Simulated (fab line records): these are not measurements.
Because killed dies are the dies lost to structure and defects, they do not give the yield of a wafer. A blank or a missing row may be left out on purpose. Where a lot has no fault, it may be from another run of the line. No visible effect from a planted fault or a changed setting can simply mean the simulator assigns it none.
Which tool did it? / flow rit cmos / 45 wafers from 15 lots sampled at 3 of the route's 202 steps

== WHAT THE GAUGES SHOWED, per wafer ==
RIT_GATE_CD_MEAS_16 targets a cd of 150 nm. Usual: cd nm at 150.1 nm, with a standard deviation of 2.9.
lot=L621; measured=day 2 16:05; on=cd sem-01; cd nm (nm)=147.0 147.6 146.5; flag=
lot=L622; measured=day 2 18:41; on=cd sem-02; cd nm (nm)=151.0 150.5 156.6; flag=
lot=L623; measured=day 3 03:54; on=cd sem-02; cd nm (nm)=153.3 152.2 151.4; flag=
lot=L624; measured=day 3 05:17; on=cd sem-02; cd nm (nm)=150.8 149.9 151.7; flag=
lot=L625; measured=day 3 12:51; on=cd sem-02; cd nm (nm)=154.2 153.5 153.3; flag=
lot=L626; measured=day 3 17:53; on=cd sem-02; cd nm (nm)=152.6 155.9 155.5; flag=
lot=L627; measured=day 4 00:28; on=cd sem-02; cd nm (nm)=155.2 156.0 154.2; flag=
lot=L630; measured=day 4 16:12; on=cd sem-02; cd nm (nm)=147.9 154.1 152.1; flag=
lot=L634; measured=day 5 10:11; on=cd sem-01; cd nm (nm)=153.2 153.0 151.9; flag=
lot=L635; measured=day 5 16:25; on=cd sem-02; cd nm (nm)=- - -; flag=OFF
lot=L637; measured=day 5 23:06; on=cd sem-02; cd nm (nm)=- - -; flag=OFF
lot=L638; measured=day 6 05:19; on=cd sem-01; cd nm (nm)=- - -; flag=OFF
lot=L640; measured=day 6 12:57; on=cd sem-02; cd nm (nm)=148.5 147.9 149.5; flag=
lot=L641; measured=day 6 22:48; on=cd sem-01; cd nm (nm)=150.8 150.3 150.6; flag=
lot=L644; measured=day 7 22:13; on=cd sem-01; cd nm (nm)=148.4 149.3 148.8; flag=

RIT_GATE_CD_MEAS_90 targets a cd of 150 nm. Usual: cd nm at 150.1 nm, with a standard deviation of 2.9.
lot=L621; measured=day 2 16:43; on=cd sem-02; cd nm (nm)=147.2 147.1 146.2; flag=
lot=L622; measured=day 2 19:16; on=cd sem-01; cd nm (nm)=150.8 150.9 156.0; flag=
lot=L623; measured=day 3 04:29; on=cd sem-01; cd nm (nm)=153.4 152.5 151.6; flag=
lot=L624; measured=day 3 05:52; on=cd sem-01; cd nm (nm)=150.9 150.5 151.8; flag=
lot=L625; measured=day 3 13:26; on=cd sem-02; cd nm (nm)=154.0 153.4 154.0; flag=
lot=L626; measured=day 3 18:29; on=cd sem-01; cd nm (nm)=152.9 156.1 155.4; flag=
lot=L627; measured=day 4 01:05; on=cd sem-01; cd nm (nm)=154.9 156.1 154.4; flag=
lot=L630; measured=day 4 16:47; on=cd sem-02; cd nm (nm)=148.0 153.6 152.6; flag=
lot=L634; measured=day 5 10:46; on=cd sem-01; cd nm (nm)=153.3 153.2 151.7; flag=
lot=L635; measured=day 5 17:01; on=cd sem-01; cd nm (nm)=- - -; flag=OFF
lot=L637; measured=day 5 23:41; on=cd sem-01; cd nm (nm)=- - -; flag=OFF
lot=L638; measured=day 6 05:55; on=cd sem-01; cd nm (nm)=- - -; flag=OFF
lot=L640; measured=day 6 13:32; on=cd sem-02; cd nm (nm)=148.4 147.9 149.3; flag=
lot=L641; measured=day 6 23:23; on=cd sem-01; cd nm (nm)=150.7 150.7 150.4; flag=
lot=L644; measured=day 7 22:48; on=cd sem-02; cd nm (nm)=148.4 149.4 148.3; flag=

== WHAT TOOL EACH LOT RAN ON (gives the tool, then ch and the chambers of the sampled wafers, and finally the start) ==
lot=L621; RIT_GATE_EXPOSE_13=iline stepper-01 ch 0, day 2 15:37
lot=L622; RIT_GATE_EXPOSE_13=iline stepper-01 ch 0, day 2 18:17
lot=L623; RIT_GATE_EXPOSE_13=iline stepper-02 ch 0, day 3 03:30
lot=L624; RIT_GATE_EXPOSE_13=iline stepper-01 ch 0, day 3 04:53
lot=L625; RIT_GATE_EXPOSE_13=iline stepper-01 ch 0, day 3 12:27
lot=L626; RIT_GATE_EXPOSE_13=iline stepper-01 ch 0, day 3 17:29
lot=L627; RIT_GATE_EXPOSE_13=iline stepper-02 ch 0, day 4 00:00
lot=L630; RIT_GATE_EXPOSE_13=iline stepper-01 ch 0, day 4 15:48
lot=L634; RIT_GATE_EXPOSE_13=iline stepper-01 ch 0, day 5 09:47
lot=L635; RIT_GATE_EXPOSE_13=iline stepper-02 ch 0, day 5 16:01
lot=L637; RIT_GATE_EXPOSE_13=iline stepper-02 ch 0, day 5 22:42
lot=L638; RIT_GATE_EXPOSE_13=iline stepper-02 ch 0, day 6 04:55
lot=L640; RIT_GATE_EXPOSE_13=iline stepper-01 ch 0, day 6 12:33
lot=L641; RIT_GATE_EXPOSE_13=iline stepper-01 ch 0, day 6 22:24
lot=L644; RIT_GATE_EXPOSE_13=iline stepper-01 ch 0, day 7 21:49
- RIT_GATE_EXPOSE_13: exposes mask M6, target cd 150 nm.

== AS READ BY THE TOOLS THEMSELVES (means over the sampled wafers that have a number; for cases with no such wafer, the mark the record gives instead) ==
RIT_GATE_EXPOSE_13. Usual: exposure dose mJ cm2 379.9, standard deviation 0.38; focus offset nm -0.2 nm, standard deviation 0.56.
lot=L621; tool=iline stepper-01; exposure dose mJ cm2=379.8; focus offset nm (nm)=-0.5; flag=
lot=L622; tool=iline stepper-01; exposure dose mJ cm2=380.0; focus offset nm (nm)=0.3; flag=
lot=L623; tool=iline stepper-02; exposure dose mJ cm2=380.0; focus offset nm (nm)=-0.4; flag=
lot=L624; tool=iline stepper-01; exposure dose mJ cm2=379.6; focus offset nm (nm)=-0.5; flag=
lot=L625; tool=iline stepper-01; exposure dose mJ cm2=380.5; focus offset nm (nm)=-0.2; flag=
lot=L626; tool=iline stepper-01; exposure dose mJ cm2=379.5; focus offset nm (nm)=-1.0; flag=
lot=L627; tool=iline stepper-02; exposure dose mJ cm2=380.2; focus offset nm (nm)=0.5; flag=
lot=L630; tool=iline stepper-01; exposure dose mJ cm2=379.8; focus offset nm (nm)=-0.6; flag=
lot=L634; tool=iline stepper-01; exposure dose mJ cm2=380.0; focus offset nm (nm)=-0.5; flag=
lot=L635; tool=iline stepper-02; exposure dose mJ cm2=379.8; focus offset nm (nm)=0.0; flag=
lot=L637; tool=iline stepper-02; exposure dose mJ cm2=379.6; focus offset nm (nm)=0.1; flag=
lot=L638; tool=iline stepper-02; exposure dose mJ cm2=380.1; focus offset nm (nm)=0.5; flag=
lot=L640; tool=iline stepper-01; exposure dose mJ cm2=379.9; focus offset nm (nm)=-0.2; flag=
lot=L641; tool=iline stepper-01; exposure dose mJ cm2=380.2; focus offset nm (nm)=-0.8; flag=
lot=L644; tool=iline stepper-01; exposure dose mJ cm2=380.4; focus offset nm (nm)=-0.2; flag=

== THE ANSWER, worked out from the rows above alone ==
Rule: a lot is off if the mean of its wafers that have a number lies more than 3 standard deviations from the usual mean. A lot without any number at a reading at which 4 lots or more have one is off too. The other lots that the step has rows for count as sound. First the gauges in route order, then the tools' own readings, where a lot's mean is used as printed above. The first step at which some lot is off is used, and at that step the reading that is off furthest; a lot without a number counts as furthest.
Off: L635, L637, L638, at RIT_GATE_CD_MEAS_16 (cd nm). Without a number there: L635, L637, L638.
If a tool, at a process step before that reading, ran all the lots that are off and no sound lot after the first of them, it fits. Those tools and the gauges at RIT_GATE_CD_MEAS_16 are tried in the same way. One fits: iline stepper-02 at RIT_GATE_EXPOSE_13. Its last sound lot is L627 (day 4 00:00), its first lot that is off L635 (day 5 16:01): a fault that began between those two fits.

== WHAT WAS PUT IN BY THE SIMULATOR ==
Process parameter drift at RIT_GATE_EXPOSE_13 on iline stepper-02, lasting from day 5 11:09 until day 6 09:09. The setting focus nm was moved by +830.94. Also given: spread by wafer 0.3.
Struck lots among those shown: L635, L637, L638. Same finding as the rule above.
